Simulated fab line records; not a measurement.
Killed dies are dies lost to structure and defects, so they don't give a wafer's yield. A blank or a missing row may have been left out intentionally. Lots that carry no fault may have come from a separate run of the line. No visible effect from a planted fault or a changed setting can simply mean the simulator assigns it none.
Which tool was responsible? | flow ritCmos | 15 lots, 45 wafers sampled, at 2 steps of a route of 202

== WHAT EACH GAUGE READ, for each wafer ==
RIT_PRETRO_TW_MEAS_10.
lot  | measured    | on           | PRETRO_TW
L735 | day 2 10:05 | filmMetro-04 | 476 474 473
L736 | day 2 15:04 | filmMetro-01 | 479 478 477
L737 | day 2 22:43 | filmMetro-01 | 476 479 475
L739 | day 3 05:03 | filmMetro-04 | 478 473 478
L740 | day 3 11:25 | filmMetro-01 | 476 474 477
L742 | day 3 19:16 | filmMetro-04 | 474 475 475
L743 | day 4 02:22 | filmMetro-01 | 472 475 473
L745 | day 4 16:14 | filmMetro-03 | 459 461 462
L748 | day 5 05:24 | filmMetro-03 | 463 465 464
L749 | day 5 10:02 | filmMetro-03 | 461 462 463
L750 | day 5 11:46 | filmMetro-03 | 463 463 462
L752 | day 5 22:51 | filmMetro-04 | 473 475 476
L754 | day 6 08:09 | filmMetro-04 | 432 430 429
L755 | day 6 13:30 | filmMetro-01 | 430 432 432
L756 | day 6 18:22 | filmMetro-03 | 423 425 422

== WHICH TOOL RAN EACH LOT (tool, then ch and the chambers of the sampled wafers, then the start) ==
lot  | RIT_PRETRO_IMPLANT_08
L735 | implanter-01 ch 0, day 2 09:46
L736 | implanter-01 ch 0, day 2 14:45
L737 | implanter-02 ch 0, day 2 22:24
L739 | implanter-02 ch 0, day 3 04:45
L740 | implanter-01 ch 0, day 3 11:08
L742 | implanter-02 ch 0, day 3 18:58
L743 | implanter-02 ch 0, day 4 02:04
L745 | implanter-03 ch 0, day 4 15:55
L748 | implanter-01 ch 0, day 5 05:05
L749 | implanter-01 ch 0, day 5 09:44
L750 | implanter-02 ch 0, day 5 11:26
L752 | implanter-02 ch 0, day 5 22:32
L754 | implanter-02 ch 0, day 6 07:52
L755 | implanter-02 ch 0, day 6 13:11
L756 | implanter-02 ch 0, day 6 17:55
- RIT_PRETRO_IMPLANT_08

== AS READ BY THE TOOLS THEMSELVES (means over the sampled wafers that have a number; for cases with no such wafer, the mark the record gives instead) ==
RIT_PRETRO_IMPLANT_08.
lot  | tool         | doseIonsCm2 | faradayCurrentUA
L735 | implanter-01 | 1.2e+13     | 38.3
L736 | implanter-01 | 1.2e+13     | 38.2
L737 | implanter-02 | 1.2e+13     | 37.7
L739 | implanter-02 | 1.2e+13     | 37.9
L740 | implanter-01 | 1.2e+13     | 36.8
L742 | implanter-02 | 1.2e+13     | 37.9
L743 | implanter-02 | 1.2e+13     | 37.9
L745 | implanter-03 | 1.2e+13     | 37.7
L748 | implanter-01 | 1.2e+13     | 37.6
L749 | implanter-01 | 1.2e+13     | 37.4
L750 | implanter-02 | 1.2e+13     | 38.1
L752 | implanter-02 | 1.2e+13     | 38.2
L754 | implanter-02 | 8.7e+12     | 27.2
L755 | implanter-02 | 8.7e+12     | 27.6
L756 | implanter-02 | 8.7e+12     | 27.5

== THE ANSWER, worked out from the rows above alone ==
Rule: usual is defined by the lots themselves. Put in order of their means at a reading, lots are off if they are a third of the lots or fewer, leave a main group of 4 or more, and stand apart from it by a gap of 3 or more times the standard deviation of the main group's means; of several such gaps the widest counts. If all means in a main group match to the digits the tables above print for the reading, that group is not used. Also off: a lot with no number at a reading for which 4 or more lots have one. The other lots that the step has rows for count as sound. Order of review: gauges by route order, followed by the tools' own readings, for which a lot's mean as printed above is used. The first step at which some lot is off is used, and at that step the reading that is off furthest; a lot without a number counts as furthest.
Off: at RIT_PRETRO_TW_MEAS_10 (PRETRO_TW), L754, L755, L756. The main group has a mean of 471 with a standard deviation of 6.3.
If a tool, at a process step before that reading, ran all the lots that are off and no sound lot after the first of them, it fits. The gauges at RIT_PRETRO_TW_MEAS_10 aren't tried: what is off there is off at RIT_PRETRO_IMPLANT_08 too, on other tools, and a gauge's error can't cause that. One fits: RIT_PRETRO_IMPLANT_08 on implanter-02. A fault onset in the window from L752 (day 5 22:32, its last sound lot) to L754 (day 6 07:52, its first lot off) fits.
The tool's own readings at RIT_PRETRO_IMPLANT_08 bear it out: on the lots that are off they differ by more than 5 times the standard deviation of the sound lots' means. doseIonsCm2 reads 8.7e+12 there against 1.2e+13 on the sound lots; faradayCurrentUA reads 27.4 there against 37.8 on the sound lots.

== WHAT THE SIMULATOR HAD INSERTED ==
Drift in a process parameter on implanter-02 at RIT_PRETRO_IMPLANT_08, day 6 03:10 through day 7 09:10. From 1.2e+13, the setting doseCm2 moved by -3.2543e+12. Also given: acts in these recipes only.
Shown lots that were struck: L754, L755, L756. This agrees with what the rule above found.
